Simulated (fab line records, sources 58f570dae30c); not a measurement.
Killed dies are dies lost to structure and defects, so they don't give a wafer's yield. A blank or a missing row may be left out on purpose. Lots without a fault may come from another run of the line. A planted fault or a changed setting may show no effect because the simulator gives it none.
A struck lot beside a sound one | flow berkeley_cmos170 | 16 steps out of a route of 331
Sound: wafers L457.1, L457.5, L457.6. Struck: wafers L463.4, L463.5, L463.6. The cause comes at the end.
At each step with rows: each side's tool, then ch and its chambers, then its first start. Under that, the readings that differ: sound wafers | struck wafers | difference of the means | sigmas: that difference in standard deviations of wafers without a fault.
alike: readings whose means differ by less than 2 such deviations, and words and numbers that are the same on both sides. not compared: withheld readings, readings that some wafer has no value for, bounds like >300 that may hide the same value, and numbers for which the record gives no deviation and whose values overlap.
The two part at a step that has a row with sigmas, a row that says differs or no value, or rows on one side only. Numbers that don't overlap but have no deviation are shown without sigmas and don't part them. A reading that every wafer of one side lacks parts them only if that side has two wafers or more.

first, 1 step without rows for these wafers: UCB170_M2_SOFTBAKE_06 (time 60 s).
UCB170_M2_STRIP_07: strips in O2.
  sound on plasma_asher-03 ch 0,1, day 9 18:41; struck on plasma_asher-01 ch 0,1, day 10 13:16
  reading                     | sound          | struck         | difference | sigmas
  drypump_motor_current_A (A) | 6.05 6.06 6.05 | 5.63 5.64 5.44 | -0.48      | -2
  alike: oes_product_au, strip_time_to_endpoint_s
  not compared: rf_hours_counter_h
then, 7 steps without rows for these wafers: UCB170_M2_STRIP_08 (strips KrF in DMSO, time 600 s); UCB170_M2_COAT_09; UCB170_M2_COAT_10 (resist thk 900 nm); UCB170_M2_SOFTBAKE_11 (time 60 s); UCB170_M2_EXPOSE_12 (exposes mask METAL2, target cd 700 nm); UCB170_M2_PEB_13; UCB170_M2_DEVELOP_14 (develop time 45 s).
UCB170_M2_CD_MEAS_15: target cd 700 nm.
  sound on cd_sem-02, day 9 20:08; struck on cd_sem-02, day 10 15:15
  alike: cd_nm
UCB170_M2_OVL_MEAS_16:
  sound on overlay-01, day 9 20:16; struck on overlay-02, day 10 15:19
  alike: M2_OVL
UCB170_M2_ETCH_17: etches BARC in N2/H2.
  sound on rie_diel-04 ch 0,1,2, day 9 20:18; struck on rie_diel-01 ch 0,1, day 10 15:20
  alike: drypump_motor_current_A, oes_product_au, throttle_valve_pct
UCB170_M2_METAL_ETCH_18: etches Al in Cl2/BCl3, stops on SiO2, target depth 1170 nm, time 195 s.
  sound on rie_metal-04 ch 0,1, day 9 20:20; struck on rie_metal-04 ch 0,1, day 10 15:27
  reading                             | sound             | struck            | difference | sigmas
  model.KrF_of_M2_COAT_10.thk_nm (nm) | 208.2 208.6 213.3 | 336.8 343.4 336.9 | +129.0     |
  model.SiO2_of_V1_CVD_00.thk_nm (nm) | 938.4 938.1 937.5 | 949.3 948.7 949.5 | +11.2      |
  model.M2.cd_nm (nm)                 | 698.6 698.2 698.3 | 706.2 709.6 707.8 | +9.5       |
  alike: drypump_motor_current_A, oes_product_au, throttle_valve_pct
  not compared: rf_hours_counter_h
UCB170_M2_STRIP_19: strips in O2.
  sound on plasma_asher-03 ch 0,1, day 9 20:32; struck on plasma_asher-03 ch 0,1, day 10 15:37
  reading               | sound             | struck            | difference | sigmas
  oes_product_au (a.u.) | 0.539 0.543 0.538 | 0.666 0.677 0.666 | +0.130     | +15
  alike: drypump_motor_current_A
  not compared: rf_hours_counter_h
UCB170_M2_CD_MEAS_90: target cd 700 nm.
  sound on cd_sem-02, day 9 20:38; struck on cd_sem-02, day 10 15:44
  reading    | sound             | struck            | difference | sigmas
  cd_nm (nm) | 698.4 698.0 698.4 | 706.5 709.5 708.0 | +9.7       | +3
UCB170_M3_PROBE_99:
  sound on prober-02, day 10 03:47; struck on prober-02, day 10 21:22
  not compared: model.etest.antenna_m2.vt_shift_v

WHERE THEY PART
First at UCB170_M2_STRIP_07; last, within this record, at UCB170_M2_CD_MEAS_90.

WHY: what the simulator had put in
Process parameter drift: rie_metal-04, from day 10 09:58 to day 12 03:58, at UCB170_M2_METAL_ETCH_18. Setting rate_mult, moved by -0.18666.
